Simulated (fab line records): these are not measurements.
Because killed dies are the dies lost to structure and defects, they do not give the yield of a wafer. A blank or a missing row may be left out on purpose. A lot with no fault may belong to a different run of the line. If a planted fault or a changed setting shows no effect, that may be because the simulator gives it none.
Split-lot experiment :: flow berkeleyCmos170 :: 23 wafers read from 5 lots, route of 331 steps

## THE SPLIT
At UCB170_NLDD_EXPOSE_03 (exposes mask NSELECT, target cd 1200 nm), the setting doseMj was moved away from the recipe's 30 on 11 of the 23 wafers read, by -6.4% to +6.3%. The other wafers ran this setting at the recipe's value.

## FROM THE SPLIT TO THE READING: what the file shows between them, 2 steps
- UCB170_NLDD_PEB_04
- UCB170_NLDD_DEVELOP_05: develop time 45 s

## THE READING
cdNm, in nm, at UCB170_NLDD_CD_MEAS_06 (target cd 1200 nm). Typical for fault-free wafers on this fab line: 1199.6 nm, with standard deviation 1.2 nm.

wafer: L074.1
tool, chamber at the split: krfScanner-02, 0
doseMj as run: 30
against the recipe: recipe
cdNm, nm: 1201.2
against lot-mates on the recipe: -

wafer: L074.2
tool, chamber at the split: krfScanner-02, 0
doseMj as run: 30
against the recipe: recipe
cdNm, nm: 1201.0
against lot-mates on the recipe: -

wafer: L074.3
tool, chamber at the split: krfScanner-02, 0
doseMj as run: 30
against the recipe: recipe
cdNm, nm: 1201.6
against lot-mates on the recipe: -

wafer: L074.4
tool, chamber at the split: krfScanner-02, 0
doseMj as run: 28.33
against the recipe: -5.6%
cdNm, nm: 1190.4
against lot-mates on the recipe: -10.9

wafer: L074.6
tool, chamber at the split: krfScanner-02, 0
doseMj as run: 28.33
against the recipe: -5.6%
cdNm, nm: 1189.3
against lot-mates on the recipe: -12.0

wafer: L075.1
tool, chamber at the split: krfScanner-01, 0
doseMj as run: 28.07
against the recipe: -6.4%
cdNm, nm: 1187.6
against lot-mates on the recipe: -12.0

wafer: L075.2
tool, chamber at the split: krfScanner-01, 0
doseMj as run: 28.07
against the recipe: -6.4%
cdNm, nm: 1186.2
against lot-mates on the recipe: -13.4

wafer: L075.3
tool, chamber at the split: krfScanner-01, 0
doseMj as run: 30
against the recipe: recipe
cdNm, nm: 1199.5
against lot-mates on the recipe: -

wafer: L075.4
tool, chamber at the split: krfScanner-01, 0
doseMj as run: 30
against the recipe: recipe
cdNm, nm: 1199.7
against lot-mates on the recipe: -

wafer: L075.6
tool, chamber at the split: krfScanner-01, 0
doseMj as run: 28.07
against the recipe: -6.4%
cdNm, nm: 1187.1
against lot-mates on the recipe: -12.5

wafer: L077.1
tool, chamber at the split: krfScanner-02, 0
doseMj as run: 30
against the recipe: recipe
cdNm, nm: 1198.8
against lot-mates on the recipe: -

wafer: L077.2
tool, chamber at the split: krfScanner-02, 0
doseMj as run: 30
against the recipe: recipe
cdNm, nm: 1198.9
against lot-mates on the recipe: -

wafer: L077.3
tool, chamber at the split: krfScanner-02, 0
doseMj as run: 31.89
against the recipe: +6.3%
cdNm, nm: 1211.1
against lot-mates on the recipe: +12.2

wafer: L077.4
tool, chamber at the split: krfScanner-02, 0
doseMj as run: 31.89
against the recipe: +6.3%
cdNm, nm: 1210.6
against lot-mates on the recipe: +11.8

wafer: L077.6
tool, chamber at the split: krfScanner-02, 0
doseMj as run: 31.89
against the recipe: +6.3%
cdNm, nm: 1210.0
against lot-mates on the recipe: +11.2

wafer: L085.4
tool, chamber at the split: krfScanner-01, 0
doseMj as run: 30
against the recipe: recipe
cdNm, nm: 1200.4
against lot-mates on the recipe: -

wafer: L085.5
tool, chamber at the split: krfScanner-01, 0
doseMj as run: 30
against the recipe: recipe
cdNm, nm: 1200.4
against lot-mates on the recipe: -

wafer: L085.6
tool, chamber at the split: krfScanner-01, 0
doseMj as run: 30
against the recipe: recipe
cdNm, nm: 1200.9
against lot-mates on the recipe: -

wafer: L084.1
tool, chamber at the split: krfScanner-01, 0
doseMj as run: 30
against the recipe: recipe
cdNm, nm: 1200.4
against lot-mates on the recipe: -

wafer: L084.2
tool, chamber at the split: krfScanner-01, 0
doseMj as run: 28.33
against the recipe: -5.6%
cdNm, nm: 1188.6
against lot-mates on the recipe: -11.6

wafer: L084.3
tool, chamber at the split: krfScanner-01, 0
doseMj as run: 28.33
against the recipe: -5.6%
cdNm, nm: 1189.7
against lot-mates on the recipe: -10.5

wafer: L084.4
tool, chamber at the split: krfScanner-01, 0
doseMj as run: 28.33
against the recipe: -5.6%
cdNm, nm: 1189.1
against lot-mates on the recipe: -11.1

wafer: L084.5
tool, chamber at the split: krfScanner-01, 0
doseMj as run: 30
against the recipe: recipe
cdNm, nm: 1200.0
against lot-mates on the recipe: -

THE FIT
A straight line over all 23 wafers: cdNm changes by +1.86 nm for each +1% of doseMj; r = +0.99; the points scatter about the line by 0.96 nm.
The same after taking each lot's own level away (the mean of its wafers on the recipe; 23 wafers): +1.94 nm for each +1%; r = +1.00; scatter 0.46 nm.
On that fit, the largest move of doseMj shifts the reading by 12 nm.
From 1198.85 to 1201.27 nm: that is the span of the lots' own levels, equal to 2.0 times the standard deviation above.
The two slopes are in agreement: the lot-to-lot level therefore moves the slope only a little.
Check: -12.7 nm against its lot-mates is what the line predicts for one of the wafers moved furthest among these (-6.4%) when that wafer is left out of the fit. Against them it came out at -12 nm.

## THE OTHER SPLITS THESE WAFERS WENT THROUGH
Other splits were also applied to these wafers ahead of the reading. Each is held against what the fit with the lots' levels taken away leaves over:
other split on the same wafers: UCB170_ZERO_COAT_01 resistThkNm
wafers away from the commonest value: 6
r with cdNm (lot level and that fit taken away): +0.10

other split on the same wafers: UCB170_NWELL_CVD_04 sih2cl2FlowSccm
wafers away from the commonest value: 18
r with cdNm (lot level and that fit taken away): +0.05

other split on the same wafers: UCB170_PWELL_CVD_05 nh3FlowSccm
wafers away from the commonest value: 18
r with cdNm (lot level and that fit taken away): +0.04

other split on the same wafers: UCB170_PWELL_EXPOSE_10 doseMj
wafers away from the commonest value: 7
r with cdNm (lot level and that fit taken away): +0.37

other split on the same wafers: UCB170_WELLDRIVE_OXIDATION_01 tempC
wafers away from the commonest value: 15
r with cdNm (lot level and that fit taken away): +0.03

other split on the same wafers: UCB170_PVT_IMPLANT_07 doseCm2
wafers away from the commonest value: 8
r with cdNm (lot level and that fit taken away): +0.02

other split on the same wafers: UCB170_GATE_CVD_04 timeS
wafers away from the commonest value: 15
r with cdNm (lot level and that fit taken away): -0.12

other split on the same wafers: UCB170_GATE_DEVELOP_11 developTimeS
wafers away from the commonest value: 4
r with cdNm (lot level and that fit taken away): -0.36

## THE FILE'S OWN FIT
cdNm changes by +1.96 nm for each +1% of doseMj, r = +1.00.
